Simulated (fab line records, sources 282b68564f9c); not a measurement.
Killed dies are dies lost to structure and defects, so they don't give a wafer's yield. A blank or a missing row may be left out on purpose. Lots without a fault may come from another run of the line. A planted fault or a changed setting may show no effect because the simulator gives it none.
A struck lot beside a sound one | flow rit_cmos | 44 steps out of a route of 202
Sound: wafers L718.3, L718.5, L718.6. Struck: wafers L722.1, L722.3, L722.6. The cause comes at the end.
At each step with rows: each side's tool, then ch and its chambers, then its first start. Under that, the readings that differ: sound wafers | struck wafers | difference of the means | sigmas: that difference in standard deviations of wafers without a fault.
alike: readings whose means differ by less than 2 such deviations, and words and numbers that are the same on both sides. not compared: withheld readings, readings that some wafer has no value for, bounds like >300 that may hide the same value, and numbers for which the record gives no deviation and whose values overlap.
The two part at a step that has a row with sigmas, a row that says differs or no value, or rows on one side only. Numbers that don't overlap but have no deviation are shown without sigmas and don't part them. A reading that every wafer of one side lacks parts them only if that side has two wafers or more.

first, 2 steps without rows for these wafers: RIT_PLDD_PEB_04; RIT_PLDD_DEVELOP_05 (develop time 50 s).
RIT_PLDD_OVL_MEAS_06:
  sound on overlay-01, day 5 08:32; struck on overlay-02, day 6 05:06
  alike: PLDD_OVL
then, 2 steps without rows for these wafers: RIT_PLDD_HARDBAKE_07 (time 60 s); RIT_PLDD_IMPLANT_08.
RIT_PLDD_STRIP_09: strips in O2, time 180 s.
  sound on plasma_asher-03 ch 0,1, day 5 08:56; struck on plasma_asher-04 ch 0,1, day 6 05:26
  alike: drypump_motor_current_A
  not compared: rf_hours_counter_h
RIT_PLDD_TW_MEAS_10:
  sound on film_metro-01, day 5 09:04; struck on film_metro-02, day 6 05:37
  alike: PLDD_TW
then, 4 steps without rows for these wafers: RIT_SPACER_CLEAN_00 (cleans in SC1, time 600 s); RIT_SPACER_CLEAN_01 (cleans in dHF, time 30 s); RIT_SPACER_CLEAN_02 (cleans in SC2, time 600 s); RIT_SPACER_CVD_03 (deposits Si3N4 from SiH2Cl2/NH3, target thk 250 nm, time 3300 s).
RIT_SPACER_THK_MEAS_04:
  sound on film_metro-04, day 5 11:25; struck on film_metro-03, day 6 07:58
  alike: SPACER_NITRIDE_THK
RIT_SPACER_ETCHBACK_05: etches Si3N4 in SF6/CHF3, stops on SiO2, target depth 250 nm, time 240 s.
  sound on rie_diel-02 ch 1,2, day 5 11:28; struck on rie_diel-02 ch 0,2,3, day 6 08:01
  reading                                     | sound             | struck            | difference | sigmas
  oes_product_au (a.u.)                       | 0.857 0.846 0.855 | 0.670 0.673 0.668 | -0.182     | -14
  run_length_s (s)                            | 267.8 268.6 268.0 | 363.9 364.3 363.5 | +95.8      | +99 or more
  model.poly-Si_of_GATE_CVD_08.thk_nm (nm)    | 169.5 167.8 169.3 | 147.4 147 149.8   | -20.8      |
  model.Si3N4_of_SPACER_CVD_03.thk_nm (nm)    | 195 195.9 196.9   | 175.5 174.6 175.7 | -20.7      |
  model.SiO2_of_FOX2_OXIDATION_00.thk_nm (nm) | 172.7 166.3 176.7 | 153.8 157.4 160.2 | -14.8      |
  alike: drypump_motor_current_A, throttle_valve_pct
  not compared: rf_hours_counter_h
then, 6 steps without rows for these wafers: RIT_NSD_HMDS_00 (prime time 60 s); RIT_NSD_COAT_01 (resist thk 1000 nm); RIT_NSD_SOFTBAKE_02 (time 60 s); RIT_NSD_EXPOSE_03 (exposes mask M9, target cd 40700 nm); RIT_NSD_PEB_04; RIT_NSD_DEVELOP_05 (develop time 50 s).
RIT_NSD_OVL_MEAS_06:
  sound on overlay-01, day 5 12:29; struck on overlay-02, day 6 09:13
  alike: NSD_OVL
then, 2 steps without rows for these wafers: RIT_NSD_HARDBAKE_07 (time 60 s); RIT_NSD_IMPLANT_08.
RIT_NSD_STRIP_09: strips in O2, time 180 s.
  sound on plasma_asher-04 ch 0,1, day 5 12:52; struck on plasma_asher-04 ch 0,1, day 6 09:33
  alike: drypump_motor_current_A
  not compared: rf_hours_counter_h
RIT_NSD_TW_MEAS_10:
  sound on film_metro-01, day 5 12:59; struck on film_metro-02, day 6 09:43
  alike: NSD_TW
then, 6 steps without rows for these wafers: RIT_PSD_HMDS_00 (prime time 60 s); RIT_PSD_COAT_01 (resist thk 1000 nm); RIT_PSD_SOFTBAKE_02 (time 60 s); RIT_PSD_EXPOSE_03 (exposes mask M10, target cd 40900 nm); RIT_PSD_PEB_04; RIT_PSD_DEVELOP_05 (develop time 50 s).
RIT_PSD_OVL_MEAS_06:
  sound on overlay-01, day 5 13:54; struck on overlay-01, day 6 10:46
  alike: PSD_OVL
then, 2 steps without rows for these wafers: RIT_PSD_HARDBAKE_07 (time 60 s); RIT_PSD_IMPLANT_08.
RIT_PSD_STRIP_09: strips in O2, time 180 s.
  sound on plasma_asher-02 ch 0,1, day 5 14:17; struck on plasma_asher-02 ch 0,1, day 6 11:05
  alike: drypump_motor_current_A
  not compared: rf_hours_counter_h
RIT_PSD_TW_MEAS_10:
  sound on film_metro-02, day 5 14:25; struck on film_metro-01, day 6 11:16
  alike: PSD_TW
then, 2 steps without rows for these wafers: RIT_SDANNEAL_CLEAN_00 (cleans in SC1, time 600 s); RIT_SDANNEAL_CLEAN_01 (cleans in dHF, time 30 s).
RIT_SDANNEAL_CLEAN_02: cleans in SC2, time 600 s.
  sound on wet_bench-04 ch 2, day 5 14:49; struck on wet_bench-01 ch 3, day 6 11:32
  reading                                  | sound             | struck          | difference | sigmas
  model.poly-Si_of_GATE_CVD_08.thk_nm (nm) | 165.1 163.4 164.9 | 143 142.6 145.5 | -21        |
  alike: bath_guard_temp_C
RIT_SDANNEAL_RTA_03: time 5 s.
  sound on rtp_anneal-02 ch 0, day 5 15:11; struck on rtp_anneal-02 ch 0, day 6 11:43
  alike: wafer_temp_C_max
RIT_SDANNEAL_RS_MEAS_04: measures by four-point-probe.
  sound on film_metro-02, day 5 15:16; struck on film_metro-03, day 6 11:46
  reading         | sound             | struck            | difference | sigmas
  PSD_RS (ohm/sq) | 116.2 116.3 116.6 | 115.7 115.8 115.6 | -0.7       | -2
RIT_SDANNEAL_RS_MEAS_05: measures by four-point-probe.
  sound on film_metro-02, day 5 15:23; struck on film_metro-03, day 6 11:53
  alike: NSD_RS
RIT_SDANNEAL_RS_MEAS_06: measures by four-point-probe.
  sound on film_metro-02, day 5 15:31; struck on film_metro-03, day 6 12:01
  alike: PLDD_RS
RIT_SILICIDE_WET_ETCH_00: etches SiO2 in BOE, target depth 14 nm, time 15 s.
  sound on wet_bench-03 ch 3, day 5 15:43; struck on wet_bench-03 ch 3, day 6 12:15
  reading                                     | sound             | struck            | difference | sigmas
  model.Si3N4_of_SPACER_CVD_03.thk_nm (nm)    | 193.8 194.7 195.7 | 174.3 173.4 174.5 | -20.7      |
  model.SiO2_of_FOX2_OXIDATION_00.thk_nm (nm) | 144 137.6 148     | 125.1 128.6 131.4 | -14.8      |
RIT_M1_PROBE_99:
  sound on prober-01, day 5 22:55; struck on prober-01, day 6 19:20
  no value came back on the struck wafers for any of 8 readings (model.etest.nplus_sal.width_nm (nm), model.etest.pplus_sal.width_nm (nm) and others); on the sound wafers model.etest.nplus_sal.width_nm (nm) reads 3443 3462 3437
  alike: killed_at_contacts, killed_at_front_end, killed_dies, killed_open, killed_short

WHERE THEY PART
First at RIT_SPACER_ETCHBACK_05; last, within this record, at RIT_M1_PROBE_99.

WHY: what the simulator had put in
Process parameter drift: rie_diel-02, from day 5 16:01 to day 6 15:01, at RIT_SPACER_ETCHBACK_05. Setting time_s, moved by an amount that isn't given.
